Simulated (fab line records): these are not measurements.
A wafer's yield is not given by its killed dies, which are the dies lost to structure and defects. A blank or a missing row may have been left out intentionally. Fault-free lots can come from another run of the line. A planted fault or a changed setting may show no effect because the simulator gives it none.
fab line records	flow ritCmos
record lots=14	wafers=42	lastDay=7
route steps=202 shown PRETRO@70 PLDD@120 NSD@132 PSD@152
lots that met no fault: taken from a fault-free run of the same line
startH: the number of hours between the record's first day and the start of the first shown wafer of the lot	waitH: how many hours have passed since the lot's step before this one	" repeats the value in the row above	L1.1+2: one row covering several wafers at once	- value missing, or start not given	* or withheld: withheld	< > ~ a bound
route shown NAME@n: names a module that has steps shown in the file, with the first one's number in the route	usual: mean and standard deviation over wafers with no fault	same: alike in all rows	chamber/n: place in a boat	sites: readings site by site	_std_site: standard deviation across them	_edge_site: mean of outer sites minus mean of inner sites	radiusMm: for every site, how far away it sits from the centre of the wafer	mask NAME#n: copy n	behind: the tool/chamber that last shaped the wafer	hold: why the lot went on hold/how many hours it stayed there/how the hold came to an end	device: whichever transistor did not switch (one of n, p or np)	end of line: at the end of the route, the tests of the same wafers	a step given without rows: its recipe and nothing more	killed: count of dies lost to structure and defects at first sort (not the wafer's yield)	map: a wafer's dies, marking killed ones x, the rest . and places with no die _
set.NAME: the setting that was run; set.NAME@STEP: the one run at that earlier step	model.NAME: the simulator's own value behind a step, which no gauge read
route steps across a sampled set of lots; one table per step, one row per wafer
services: a tool's chamber out of use, with start hour (startH, from the record's first day; less than 0 if before it), hours out, and reason
## steps
# step RIT_PRETRO_OVL_MEAS_06
# usual PRETRO_OVL=0.8/1.2
lot.wafer	tool	chamber	startH	waitH	PRETRO_OVL[nm]
L863.1	overlay-02	-	35.51	-	-0.5
L863.4	"	-	"	"	-1.0
L863.6	"	-	"	"	-0.5
L866.2	overlay-01	-	46.09	-	1.4
L866.5	"	-	"	"	1.2
L866.6	"	-	"	"	0.9
L867.2	overlay-01	-	51.90	-	0.1
L867.3	"	-	"	"	-0.1
L867.4	"	-	"	"	0.4
L870.1	overlay-02	-	65.43	-	1.1
L870.2	"	-	"	"	0.1
L870.4	"	-	"	"	1.0
L872.1	overlay-01	-	76.52	-	2.0
L872.2	"	-	"	"	0.3
L872.5	"	-	"	"	1.7
L873.1	overlay-01	-	82.44	-	0.7
L873.3	"	-	"	"	2.1
L873.5	"	-	"	"	2.5
L876.2	overlay-02	-	95.88	-	0.1
L876.3	"	-	"	"	0.6
L876.4	"	-	"	"	1.8
L877.1	overlay-01	-	102.55	-	0.5
L877.2	"	-	"	"	-1.3
L877.3	"	-	"	"	0.4
L878.1	overlay-02	-	107.08	-	-1.1
L878.2	"	-	"	"	2.1
L878.5	"	-	"	"	0.7
L879.1	overlay-02	-	111.42	-	0.1
L879.3	"	-	"	"	-0.6
L879.6	"	-	"	"	-0.8
L880.3	overlay-01	-	115.48	-	0.9
L880.4	"	-	"	"	0.8
L880.6	"	-	"	"	1.4
L881.3	overlay-02	-	122.22	-	0.7
L881.5	"	-	"	"	-0.2
L881.6	"	-	"	"	0.1
L882.2	overlay-02	-	127.25	-	1.3
L882.3	"	-	"	"	1.9
L882.5	"	-	"	"	1.6
L884.2	overlay-01	-	135.75	-	1.9
L884.4	"	-	"	"	0.7
L884.5	"	-	"	"	2.0
# step RIT_PLDD_OVL_MEAS_06
# usual PLDD_OVL=0.1/1.6
lot.wafer	tool	chamber	startH	waitH	PLDD_OVL[nm]
L863.1	overlay-02	-	48.67	-	-1.5
L863.4	"	-	"	"	-2.6
L863.6	"	-	"	"	-2.0
L866.2	overlay-02	-	59.07	-	0.2
L866.5	"	-	"	"	-0.4
L866.6	"	-	"	"	0.0
L867.2	overlay-01	-	63.84	-	3.4
L867.3	"	-	"	"	1.7
L867.4	"	-	"	"	2.8
L870.1	overlay-01	-	77.44	-	-2.6
L870.2	"	-	"	"	-0.5
L870.4	"	-	"	"	-1.2
L872.1	overlay-01	-	89.89	-	0.1
L872.2	"	-	"	"	0.8
L872.5	"	-	"	"	1.4
L873.1	overlay-01	-	93.58	-	0.4
L873.3	"	-	"	"	3.9
L873.5	"	-	"	"	-0.2
L876.2	overlay-01	-	107.45	-	-0.8
L876.3	"	-	"	"	-1.2
L876.4	"	-	"	"	-2.6
L877.1	overlay-02	-	115.01	-	1.2
L877.2	"	-	"	"	0.2
L877.3	"	-	"	"	0.0
L878.1	overlay-02	-	119.00	-	-0.9
L878.2	"	-	"	"	-1.3
L878.5	"	-	"	"	-2.1
L879.1	overlay-01	-	122.60	-	0.6
L879.3	"	-	"	"	1.1
L879.6	"	-	"	"	-0.8
L880.3	overlay-02	-	127.83	-	-1.3
L880.4	"	-	"	"	-1.2
L880.6	"	-	"	"	-1.0
L881.3	overlay-02	-	134.19	-	-2.2
L881.5	"	-	"	"	-1.2
L881.6	"	-	"	"	-2.7
L882.2	overlay-01	-	139.33	-	-1.9
L882.3	"	-	"	"	-1.0
L882.5	"	-	"	"	-0.5
L884.2	overlay-02	-	147.05	-	0.9
L884.4	"	-	"	"	0.9
L884.5	"	-	"	"	-0.2
# step RIT_NSD_COAT_01
# recipe resist=NOVOLAK	spinRpm=3250	resistThkNm=1000
# usual chillPlateTempC=23.04/0.1	dispensePressureKPa=51/3.1	exhaustPa=45.1/0.89
lot.wafer	tool	chamber	startH	waitH	chillPlateTempC	dispensePressureKPa	exhaustPa
L863.1	lithoTrack-02	0	51.89	0.1	22.94	53	44.9
L863.4	"	0	"	"	22.91	52	45.2
L863.6	"	0	"	"	22.90	52	44.0
L866.2	lithoTrack-01	0	63.30	0.1	23.26	47	46.0
L866.5	"	0	"	"	23.08	47	44.9
L866.6	"	0	"	"	23.23	47	45.1
L867.2	lithoTrack-02	0	67.08	0.1	22.80	52	44.5
L867.3	"	0	"	"	22.99	52	44.9
L867.4	"	0	"	"	22.91	52	45.4
L870.1	lithoTrack-04	0	80.65	0.1	23.07	53	46.0
L870.2	"	0	"	"	23.07	53	46.1
L870.4	"	0	"	"	23.15	53	44.9
L872.1	lithoTrack-04	-	93.11	0.1	-	-	-
L872.2	"	-	"	"	-	-	-
L872.5	"	-	"	"	-	-	-
L873.1	lithoTrack-04	-	96.82	0.1	-	-	-
L873.3	"	-	"	"	-	-	-
L873.5	"	-	"	"	-	-	-
L876.2	lithoTrack-01	0	111.67	0.1	23.02	47	44.4
L876.3	"	0	"	"	23.06	47	42.9
L876.4	"	0	"	"	22.84	47	43.8
L877.1	lithoTrack-04	0	118.23	0.1	22.92	53	45.1
L877.2	"	0	"	"	23.08	53	45.6
L877.3	"	0	"	"	23.04	53	44.0
L878.1	lithoTrack-04	0	122.22	0.1	22.95	53	46.1
L878.2	"	0	"	"	23.12	53	46.1
L878.5	"	0	"	"	23.05	53	45.1
L879.1	lithoTrack-04	0	125.85	0.1	23.04	53	43.6
L879.3	"	0	"	"	23.15	53	45.0
L879.6	"	0	"	"	23.07	53	45.7
L880.3	lithoTrack-04	0	133.48	0.1	23.04	53	45.5
L880.4	"	0	"	"	23.12	53	46.2
L880.6	"	0	"	"	23.05	53	46.0
L881.3	lithoTrack-04	0	137.47	0.1	23.10	53	44.1
L881.5	"	0	"	"	22.94	53	46.6
L881.6	"	0	"	"	23.12	53	43.9
L882.2	lithoTrack-01	0	142.60	0.1	22.93	47	45.5
L882.3	"	0	"	"	23.05	47	44.7
L882.5	"	0	"	"	22.97	47	45.1
L884.2	lithoTrack-01	0	150.49	0.1	22.99	47	44.1
L884.4	"	0	"	"	22.99	46	44.9
L884.5	"	0	"	"	22.99	47	44.1
# step RIT_NSD_OVL_MEAS_06
# usual NSD_OVL=-0.4/1.3
lot.wafer	tool	chamber	startH	waitH	NSD_OVL[nm]
L863.1	overlay-02	-	52.59	-	-0.7
L863.4	"	-	"	"	0.4
L863.6	"	-	"	"	0.3
L866.2	overlay-02	-	64.25	-	-0.1
L866.5	"	-	"	"	-0.5
L866.6	"	-	"	"	-1.1
L867.2	overlay-02	-	67.76	-	0.9
L867.3	"	-	"	"	0.8
L867.4	"	-	"	"	0.8
L870.1	overlay-01	-	81.56	-	-0.5
L870.2	"	-	"	"	-0.1
L870.4	"	-	"	"	-1.3
L872.1	overlay-02	-	93.81	-	-
L872.2	"	-	"	"	-
L872.5	"	-	"	"	-
L873.1	overlay-02	-	97.52	-	-
L873.3	"	-	"	"	-
L873.5	"	-	"	"	-
L876.2	overlay-01	-	112.48	-	1.3
L876.3	"	-	"	"	0.2
L876.4	"	-	"	"	1.4
L877.1	overlay-01	-	118.93	-	0.5
L877.2	"	-	"	"	1.3
L877.3	"	-	"	"	0.2
L878.1	overlay-01	-	122.92	-	-2.4
L878.2	"	-	"	"	-2.2
L878.5	"	-	"	"	0.4
L879.1	overlay-02	-	126.61	-	-2.5
L879.3	"	-	"	"	-1.1
L879.6	"	-	"	"	0.2
L880.3	overlay-02	-	134.30	-	0.1
L880.4	"	-	"	"	1.9
L880.6	"	-	"	"	0.9
L881.3	overlay-01	-	138.26	-	0.4
L881.5	"	-	"	"	-1.4
L881.6	"	-	"	"	0.5
L882.2	overlay-02	-	143.40	-	0.3
L882.3	"	-	"	"	-0.7
L882.5	"	-	"	"	0.7
L884.2	overlay-02	-	151.17	-	-1.3
L884.4	"	-	"	"	-0.4
L884.5	"	-	"	"	-2.7
# step RIT_NSD_STRIP_09
# recipe chemistry=O2	timeS=180	resist=NOVOLAK	platenTempC=withheld	powerW=500	pressureMtorr=4000	o2FlowSccm=4000
# usual drypumpMotorCurrentA=5.4/0.49
lot.wafer	tool	chamber	startH	waitH	drypumpMotorCurrentA	rfHoursCounterH
L863.1	plasmaAsher-01	0	52.92	0.1	5.4	43
L863.4	"	0	"	"	5.4	-
L863.6	"	1	"	"	5.1	-
L866.2	plasmaAsher-02	1	64.58	0.1	5.5	23
L866.5	"	0	"	"	5.9	-
L866.6	"	1	"	"	5.5	-
L867.2	plasmaAsher-02	1	68.09	0.1	5.5	24
L867.3	"	1	"	"	5.5	-
L867.4	"	0	"	"	5.9	-
L870.1	plasmaAsher-04	0	81.98	0.1	6.2	46
L870.2	"	1	"	"	4.7	46
L870.4	"	1	"	"	4.7	-
L872.1	plasmaAsher-04	1	94.14	0.1	4.7	47
L872.2	"	0	"	"	6.2	47
L872.5	"	0	"	"	6.2	-
L873.1	plasmaAsher-01	0	97.86	0.1	5.4	48
L873.3	"	1	"	"	5.1	-
L873.5	"	1	"	"	5.1	-
L876.2	plasmaAsher-02	1	112.81	0.1	5.5	28
L876.3	"	1	"	"	5.5	-
L876.4	"	0	"	"	5.9	-
L877.1	plasmaAsher-01	0	119.27	0.1	5.4	0
L877.2	"	1	"	"	5.1	0
L877.3	"	0	"	"	5.4	-
L878.1	plasmaAsher-01	1	123.26	0.1	5.1	1
L878.2	"	0	"	"	5.4	1
L878.5	"	1	"	"	5.1	-
L879.1	plasmaAsher-04	1	126.95	0.1	4.8	51
L879.3	"	1	"	"	4.7	-
L879.6	"	1	"	"	4.7	-
L880.3	plasmaAsher-04	0	134.69	0.1	6.2	-
L880.4	"	1	"	"	4.7	-
L880.6	"	0	"	"	6.2	-
L881.3	plasmaAsher-01	1	138.64	0.1	5.0	-
L881.5	"	1	"	"	5.1	-
L881.6	"	0	"	"	5.4	-
L882.2	plasmaAsher-04	0	143.73	0.1	6.2	53
L882.3	"	0	"	"	6.2	-
L882.5	"	0	"	"	6.2	-
L884.2	plasmaAsher-02	1	151.66	0.1	5.5	33
L884.4	"	1	"	"	5.5	-
L884.5	"	1	"	"	5.5	-
# step RIT_PSD_TW_MEAS_10
# usual PSD_TW=3385/35
lot.wafer	tool	chamber	startH	waitH	PSD_TW
L863.1	filmMetro-03	-	54.52	0.1	3405
L863.4	"	-	"	"	3389
L863.6	"	-	"	"	3394
L866.2	filmMetro-04	-	66.19	0.1	3426
L866.5	"	-	"	"	3395
L866.6	"	-	"	"	3416
L867.2	filmMetro-04	-	69.82	0.1	3418
L867.3	"	-	"	"	3422
L867.4	"	-	"	"	3400
L870.1	filmMetro-03	-	83.73	0.1	3372
L870.2	"	-	"	"	3378
L870.4	"	-	"	"	3362
L872.1	filmMetro-04	-	96.07	0.1	3605
L872.2	"	-	"	"	3605
L872.5	"	-	"	"	3621
L873.1	filmMetro-04	-	99.45	0.1	3613
L873.3	"	-	"	"	3618
L873.5	"	-	"	"	3604
L876.2	filmMetro-03	-	114.41	0.1	3375
L876.3	"	-	"	"	3350
L876.4	"	-	"	"	3373
L877.1	filmMetro-04	-	121.05	0.1	3431
L877.2	"	-	"	"	3389
L877.3	"	-	"	"	3424
L878.1	filmMetro-01	-	124.85	0.1	3328
L878.2	"	-	"	"	3325
L878.5	"	-	"	"	3357
L879.1	filmMetro-04	-	128.67	0.1	3421
L879.3	"	-	"	"	3419
L879.6	"	-	"	"	3416
L880.3	filmMetro-01	-	136.24	0.1	3334
L880.4	"	-	"	"	3338
L880.6	"	-	"	"	3348
L881.3	filmMetro-03	-	140.35	0.1	3365
L881.5	"	-	"	"	3358
L881.6	"	-	"	"	3361
L882.2	filmMetro-04	-	145.34	0.1	3429
L882.3	"	-	"	"	3431
L882.5	"	-	"	"	3413
L884.2	filmMetro-04	-	153.42	0.1	3421
L884.4	"	-	"	"	3433
L884.5	"	-	"	"	3440
## services
tool	chamber	startH	hours	kind
plasmaAsher-02	-	105.11	0.7	repair
plasmaAsher-01	-	108.85	9.0	pm
plasmaAsher-01	0	108.85	9.0	ventCycle
plasmaAsher-01	1	108.85	9.0	ventCycle
plasmaAsher-01	0	117.85	-	clean
plasmaAsher-01	1	117.85	-	clean
plasmaAsher-04	-	151.20	3.0	repair
## key
firstSign step=RIT_NSD_COAT_01	reading=toolRecord	direction=missing
effect step=RIT_NSD_OVL_MEAS_06	reading=NSD_OVL	direction=missing
effect step=RIT_PSD_TW_MEAS_10	reading=PSD_TW	direction=up	sigmas=6.4	usual=3385	struck=3611
metAt RIT_NSD_COAT_01
struckLots L872,L873
sortLeftOut L872.1,L872.2,L872.5,L873.1,L873.3,L873.5
testerLeftOut L872,L873
notActingAt RIT_PRETRO_OVL_MEAS_06,RIT_PLDD_OVL_MEAS_06,RIT_NSD_STRIP_09
onsetBetween 80.65 93.11
fault kind=skippedStepWhole	tool=lithoTrack-04	chamber=-	onsetH=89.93	steps=RIT_NSD_COAT_01	scope=struckLotsOnly
# testerLeftOut: of these lots the tester's yield and bins aren't shown, on N5 and GAA mostly nor the transistor test; their killed dies are dies lost to structure and defects alone, not to doping, threshold or leakage, so they don't give the yield
# sortLeftOut: the simulated sort isn't trusted on such a fault, so these wafers' sort isn't shown, and their yield isn't known
